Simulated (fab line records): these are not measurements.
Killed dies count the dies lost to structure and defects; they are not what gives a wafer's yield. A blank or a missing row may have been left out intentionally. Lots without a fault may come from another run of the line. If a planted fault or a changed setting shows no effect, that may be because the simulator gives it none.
Lot-split experiment :: flow berkeley cmos170 :: on a route of 331 steps: 5 lots, 23 wafers read

== THE SPLIT ITSELF ==
At UCB170_SILICIDE_SPUTTER_01 (material Ti, target thk 30 nm, time 25 s), the setting power w was moved away from the recipe's 1500 W on 6 of the 23 wafers read, by -11.7% to -3.1%. For the rest of the wafers, this setting stayed at what the recipe calls for.

== BETWEEN THE SPLIT AND THE READING: the file shows 1 step in between ==
- UCB170_SILICIDE_RS_MEAS_02: measures by four-point-probe

== THE READING ==
SILICIDE_TI_THK, in nm, at UCB170_SILICIDE_THK_MEAS_03 (measures by xrf). Typical for fault-free wafers on this fab line: 30.50 nm, with standard deviation 0.29 nm.

wafer: L078.1
tool, chamber at the split: pvd sputter-03, -
power w as run, W: 1500
against the recipe: recipe
SILICIDE_TI_THK, nm: 30.40
against lot-mates on the recipe: -

wafer: L078.2
tool, chamber at the split: pvd sputter-03, -
power w as run, W: 1500
against the recipe: recipe
SILICIDE_TI_THK, nm: 30.55
against lot-mates on the recipe: -

wafer: L078.3
tool, chamber at the split: pvd sputter-03, -
power w as run, W: 1500
against the recipe: recipe
SILICIDE_TI_THK, nm: 30.44
against lot-mates on the recipe: -

wafer: L078.5
tool, chamber at the split: pvd sputter-03, -
power w as run, W: 1500
against the recipe: recipe
SILICIDE_TI_THK, nm: 30.66
against lot-mates on the recipe: -

wafer: L078.6
tool, chamber at the split: pvd sputter-03, -
power w as run, W: 1500
against the recipe: recipe
SILICIDE_TI_THK, nm: 30.67
against lot-mates on the recipe: -

wafer: L075.1
tool, chamber at the split: pvd sputter-04, -
power w as run, W: 1324
against the recipe: -11.7%
SILICIDE_TI_THK, nm: 26.86
against lot-mates on the recipe: -3.53

wafer: L075.2
tool, chamber at the split: pvd sputter-04, -
power w as run, W: 1500
against the recipe: recipe
SILICIDE_TI_THK, nm: 30.34
against lot-mates on the recipe: -

wafer: L075.4
tool, chamber at the split: pvd sputter-04, -
power w as run, W: 1324
against the recipe: -11.7%
SILICIDE_TI_THK, nm: 26.73
against lot-mates on the recipe: -3.66

wafer: L075.5
tool, chamber at the split: pvd sputter-04, -
power w as run, W: 1324
against the recipe: -11.7%
SILICIDE_TI_THK, nm: 26.79
against lot-mates on the recipe: -3.60

wafer: L075.6
tool, chamber at the split: pvd sputter-04, -
power w as run, W: 1500
against the recipe: recipe
SILICIDE_TI_THK, nm: 30.44
against lot-mates on the recipe: -

wafer: L081.1
tool, chamber at the split: pvd sputter-02, -
power w as run, W: 1500
against the recipe: recipe
SILICIDE_TI_THK, nm: 30.53
against lot-mates on the recipe: -

wafer: L081.2
tool, chamber at the split: pvd sputter-02, -
power w as run, W: 1500
against the recipe: recipe
SILICIDE_TI_THK, nm: 30.41
against lot-mates on the recipe: -

wafer: L081.3
tool, chamber at the split: pvd sputter-02, -
power w as run, W: 1500
against the recipe: recipe
SILICIDE_TI_THK, nm: 30.66
against lot-mates on the recipe: -

wafer: L081.4
tool, chamber at the split: pvd sputter-02, -
power w as run, W: 1500
against the recipe: recipe
SILICIDE_TI_THK, nm: 30.89
against lot-mates on the recipe: -

wafer: L081.5
tool, chamber at the split: pvd sputter-02, -
power w as run, W: 1500
against the recipe: recipe
SILICIDE_TI_THK, nm: 30.36
against lot-mates on the recipe: -

wafer: L080.1
tool, chamber at the split: pvd sputter-03, -
power w as run, W: 1500
against the recipe: recipe
SILICIDE_TI_THK, nm: 30.17
against lot-mates on the recipe: -

wafer: L080.3
tool, chamber at the split: pvd sputter-03, -
power w as run, W: 1500
against the recipe: recipe
SILICIDE_TI_THK, nm: 30.13
against lot-mates on the recipe: -

wafer: L080.6
tool, chamber at the split: pvd sputter-03, -
power w as run, W: 1500
against the recipe: recipe
SILICIDE_TI_THK, nm: 30.26
against lot-mates on the recipe: -

wafer: L083.1
tool, chamber at the split: pvd sputter-02, -
power w as run, W: 1500
against the recipe: recipe
SILICIDE_TI_THK, nm: 30.96
against lot-mates on the recipe: -

wafer: L083.2
tool, chamber at the split: pvd sputter-02, -
power w as run, W: 1453
against the recipe: -3.1%
SILICIDE_TI_THK, nm: 29.89
against lot-mates on the recipe: -1.08

wafer: L083.3
tool, chamber at the split: pvd sputter-02, -
power w as run, W: 1500
against the recipe: recipe
SILICIDE_TI_THK, nm: 30.98
against lot-mates on the recipe: -

wafer: L083.4
tool, chamber at the split: pvd sputter-02, -
power w as run, W: 1453
against the recipe: -3.1%
SILICIDE_TI_THK, nm: 29.95
against lot-mates on the recipe: -1.02

wafer: L083.5
tool, chamber at the split: pvd sputter-02, -
power w as run, W: 1453
against the recipe: -3.1%
SILICIDE_TI_THK, nm: 29.92
against lot-mates on the recipe: -1.05

FIT RESULTS
A straight line over all 23 wafers: SILICIDE_TI_THK changes by +0.314 nm for each +1% of power w; r = +0.98; the points scatter about the line by 0.26 nm.
The same after taking each lot's own level away (the mean of its wafers on the recipe; 23 wafers): +0.307 nm for each +1%; r = +1.00; scatter 0.12 nm.
Per that fit: largest power w move, reading shift of 3.6 nm.
From 30.187 to 30.970 nm: that is the span of the lots' own levels, equal to 2.7 times the standard deviation above.
So the lot-to-lot level changes the slope little: the two slopes agree.
Check: -3.66 nm against its lot-mates is what the line predicts for one of the wafers moved furthest among these (-11.7%) when that wafer is left out of the fit. It came out at -3.53 nm against them.

== ADDITIONAL SPLITS CARRIED BY THESE WAFERS ==
Note: prior to the reading, these wafers also went through further splits. Each is held against what the fit with the lots' levels taken away leaves over:
other split on the same wafers: UCB170_NSD_COAT_01 resist thk nm
wafers away from the commonest value: 4
r with SILICIDE_TI_THK (lot level and that fit taken away): -0.17

== THE WHOLE CHAIN: every reading that the file lists as answering this split, in the file's order ==
step: UCB170_SILICIDE_SPUTTER_01
what it does: material Ti, target thk 30 nm, time 25 s
reading: Ti_of_SILICIDE_SPUTTER_01.thk nm (the simulator's own value, which no gauge read)
change (the file's fit): +0.302 nm for each +1% of the setting
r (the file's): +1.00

step: UCB170_SILICIDE_RS_MEAS_02
what it does: measures by four-point-probe
reading: SILICIDE_TI_RS
change (the file's fit): -0.357 for each +1% of the setting
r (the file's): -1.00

step: UCB170_SILICIDE_THK_MEAS_03
what it does: measures by xrf
reading: SILICIDE_TI_THK
change (the file's fit): +0.308 for each +1% of the setting
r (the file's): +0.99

== THE FILE'S OWN FIT ==
SILICIDE_TI_THK changes by +0.308 nm for each +1% of power w, r = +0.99.
